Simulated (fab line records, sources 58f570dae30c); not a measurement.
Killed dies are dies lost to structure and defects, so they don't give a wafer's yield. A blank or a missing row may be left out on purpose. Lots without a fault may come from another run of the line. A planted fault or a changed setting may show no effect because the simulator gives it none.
One fault seen from 2 desks | flow berkeley_cmos170 | each desk has only its own numbers; what lay behind them comes last

THE METROLOGY DESK
What the gauges read, lot by lot, whatever tool the lot ran on: means of the sampled wafers that have a number. A lot is out of limits, marked OUT, if its mean lies more than 4 standard deviations from the usual mean; the brackets give that distance.
Columns: A = cd_nm at UCB170_CONTACT_CD_MEAS_90, usual 699.9 nm
lot  | first seen here | A
L991 | day 6 11:08     | 702.7
L992 | day 6 23:59     | 700.7
L994 | day 7 11:02     | 698.6
L993 | day 7 12:47     | 699.6
L999 | day 8 16:29     | 694.8
L100 | day 8 22:14     | 700.7
L102 | day 9 22:10     | 694.2
L108 | day 10 16:41    | 701.2
L109 | day 10 17:13    | 698.3
L111 | day 11 16:02    | 703.6
L112 | day 11 18:19    | 700.9
L113 | day 11 18:59    | 700.9
L110 | day 11 19:06    | 698.4
L114 | day 12 11:12    | 700.1
This desk's finding: nothing out of limits on any of the 14 lots.

THE TOOL OWNER'S DESK: rie_diel-04
The tool's own readings at UCB170_CONTACT_ETCH_17 (etches BARC in N2/H2): means of the sampled wafers that have a number, for each lot that ran on this tool. A lot is out of limits, marked OUT, if its mean lies more than 4 standard deviations from the usual mean; the brackets give that distance.
Columns: A = drypump_motor_current_A at UCB170_CONTACT_ETCH_17, usual 5.7 A; B = oes_product_au at UCB170_CONTACT_ETCH_17, usual 1.006 a.u.; C = throttle_valve_pct at UCB170_CONTACT_ETCH_17, usual 13.35 %
lot  | first seen here | A   | B     | C
L992 | day 6 23:41     | 5.7 | 0.990 | 13.47
L994 | day 7 10:46     | 5.8 | 0.986 | 13.48
L993 | day 7 12:29     | 5.6 | 0.983 | 13.48
L999 | day 8 16:13     | 5.7 | 0.998 | 13.37
L102 | day 9 21:52     | 5.7 | 0.998 | 13.44
L114 | day 12 10:56    | 5.7 | 1.003 | 13.44
This desk's finding: nothing out of limits on any of the 6 lots.

PUT TOGETHER
The metrology desk saw nothing out of limits.
The tool owner's desk saw nothing out of limits.

WHAT THE SIMULATOR HAD PUT IN
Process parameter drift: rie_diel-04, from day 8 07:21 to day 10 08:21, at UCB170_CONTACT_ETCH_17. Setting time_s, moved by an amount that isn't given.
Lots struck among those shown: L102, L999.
